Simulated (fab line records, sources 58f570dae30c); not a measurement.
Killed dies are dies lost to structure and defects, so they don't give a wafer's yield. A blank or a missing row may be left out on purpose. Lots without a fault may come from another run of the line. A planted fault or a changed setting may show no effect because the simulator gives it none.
A struck lot beside a sound one | flow berkeley_cmos170 | 31 steps out of a route of 331
Sound: wafers L318.1, L318.3, L318.4. Struck: wafer L325.1. (L325.2, L325.4 of the same lot were not struck and are left out.) The cause comes at the end.
At each step with rows: each side's tool, then ch and its chambers, then its first start. Under that, the readings that differ: sound wafers | struck wafers | difference of the means | sigmas: that difference in standard deviations of wafers without a fault.
alike: readings whose means differ by less than 2 such deviations, and words and numbers that are the same on both sides. not compared: withheld readings, readings that some wafer has no value for, bounds like >300 that may hide the same value, and numbers for which the record gives no deviation and whose values overlap.
The two part at a step that has a row with sigmas, a row that says differs or no value, or rows on one side only. Numbers that don't overlap but have no deviation are shown without sigmas and don't part them. A reading that every wafer of one side lacks parts them only if that side has two wafers or more.

first, 6 steps without rows for these wafers: UCB170_V2_HMDS_06 (prime time 60 s); UCB170_V2_COAT_07 (resist thk 900 nm); UCB170_V2_SOFTBAKE_08 (time 60 s); UCB170_V2_EXPOSE_09 (exposes mask VIA2, target cd 700 nm); UCB170_V2_PEB_10; UCB170_V2_DEVELOP_11 (develop time 45 s).
UCB170_V2_CD_MEAS_12: target cd 700 nm.
  sound on cd_sem-02, day 8 05:32; struck on cd_sem-01, day 10 03:40
  alike: cd_nm
UCB170_V2_OVL_MEAS_13:
  sound on overlay-02, day 8 05:39; struck on overlay-02, day 10 03:47
  reading     | sound  | struck | difference | sigmas
  V2_OVL (nm) | 0 0 -8 | 12     | +15        | +2
UCB170_V2_ETCH_14: etches SiO2 in CHF3/CF4/Ar, stops on Al, target depth 1250 nm, time 291 s.
  sound on rie_diel-01 ch 0,2,3, day 8 05:41; struck on rie_diel-04 ch 2, day 10 03:49
  alike: chamber_pressure_mTorr, drypump_motor_current_A, oes_product_au, throttle_valve_pct
  not compared: rf_hours_counter_h
UCB170_V2_STRIP_15: strips in O2.
  sound on plasma_asher-02 ch 0,1, day 8 05:52; struck on plasma_asher-03 ch 1, day 10 04:00
  alike: chamber_pressure_mTorr, drypump_motor_current_A, oes_product_au, strip_time_to_endpoint_s
  not compared: rf_hours_counter_h
UCB170_V2_CD_MEAS_90: target cd 700 nm.
  sound on cd_sem-02, day 8 05:58; struck on cd_sem-01, day 10 04:11
  alike: cd_nm
then, 1 step without rows for these wafers: UCB170_M3_PRE_CLEAN_00 (preclean etch time 60 s).
UCB170_M3_SPUTTER_01: material Al, target thk 900 nm, time 120 s.
  sound on pvd_sputter-01, day 8 06:09; struck on pvd_sputter-02, day 10 04:22
  alike: cathode_dc_power_W, throttle_valve_pct
UCB170_M3_RS_MEAS_02: measures by four-point-probe.
  sound on film_metro-01, day 8 06:14; struck on film_metro-03, day 10 04:53
  reading           | sound                | struck | difference | sigmas
  M3_AL_RS (ohm/sq) | 0.0322 0.0318 0.0320 | 0.0439 | +0.0119    | +32
  not compared: hold
UCB170_M3_THK_MEAS_03: measures by xrf.
  sound on film_metro-01, day 8 06:21; struck on film_metro-03, day 10 06:33
  reading        | sound       | struck | difference | sigmas
  M3_AL_THK (nm) | 906 915 911 | 728    | -183       | -13
  not compared: hold
then, 2 steps without rows for these wafers: UCB170_M3_COAT_05 (resist thk 900 nm); UCB170_M3_SOFTBAKE_06 (time 60 s).
UCB170_M3_STRIP_07: strips in O2.
  sound on plasma_asher-02 ch 0,1, day 8 07:18; struck on plasma_asher-02 ch 0, day 10 10:08
  reading                        | sound             | struck | difference | sigmas
  chamber_pressure_mTorr (mTorr) | 3495 3502 3505    | 3508   | +7         | +2
  strip_time_to_endpoint_s (s)   | 22.12 22.04 22.09 | 21.94  | -0.14      | -2
  alike: drypump_motor_current_A, oes_product_au
  not compared: rf_hours_counter_h
then, 7 steps without rows for these wafers: UCB170_M3_STRIP_08 (strips KrF in DMSO, time 600 s); UCB170_M3_COAT_09; UCB170_M3_COAT_10 (resist thk 900 nm); UCB170_M3_SOFTBAKE_11 (time 60 s); UCB170_M3_EXPOSE_12 (exposes mask METAL3, target cd 700 nm); UCB170_M3_PEB_13; UCB170_M3_DEVELOP_14 (develop time 45 s).
UCB170_M3_CD_MEAS_15: target cd 700 nm.
  sound on cd_sem-01, day 8 09:28; struck on cd_sem-01, day 10 11:14
  alike: cd_nm
UCB170_M3_OVL_MEAS_16:
  sound on overlay-02, day 8 09:35; struck on overlay-02, day 10 11:22
  alike: M3_OVL
UCB170_M3_ETCH_17: etches BARC in N2/H2.
  sound on rie_diel-03 ch 1,2,3, day 8 09:38; struck on rie_diel-02 ch 3, day 10 11:24
  alike: chamber_pressure_mTorr, drypump_motor_current_A, oes_product_au, throttle_valve_pct
UCB170_M3_METAL_ETCH_18: etches Al in Cl2/BCl3, stops on SiO2, target depth 1170 nm, time 195 s.
  sound on rie_metal-01 ch 0,1, day 8 09:40; struck on rie_metal-03 ch 0, day 10 11:26
  reading               | sound             | struck | difference | sigmas
  oes_product_au (a.u.) | 0.849 0.861 0.882 | 0.760  | -0.104     | -9
  alike: chamber_pressure_mTorr, drypump_motor_current_A, throttle_valve_pct
  not compared: rf_hours_counter_h
UCB170_M3_STRIP_19: strips in O2.
  sound on plasma_asher-04 ch 0,1, day 8 09:52; struck on plasma_asher-02 ch 1, day 10 11:38
  alike: chamber_pressure_mTorr, drypump_motor_current_A, oes_product_au
  not compared: rf_hours_counter_h
UCB170_M3_PROBE_99:
  the record has rows for the struck wafers here (prober-02, day 10 11:58) and none for the sound ones

WHERE THEY PART
First at UCB170_V2_OVL_MEAS_13; last, within this record, at UCB170_M3_PROBE_99.

WHY: what the simulator had put in
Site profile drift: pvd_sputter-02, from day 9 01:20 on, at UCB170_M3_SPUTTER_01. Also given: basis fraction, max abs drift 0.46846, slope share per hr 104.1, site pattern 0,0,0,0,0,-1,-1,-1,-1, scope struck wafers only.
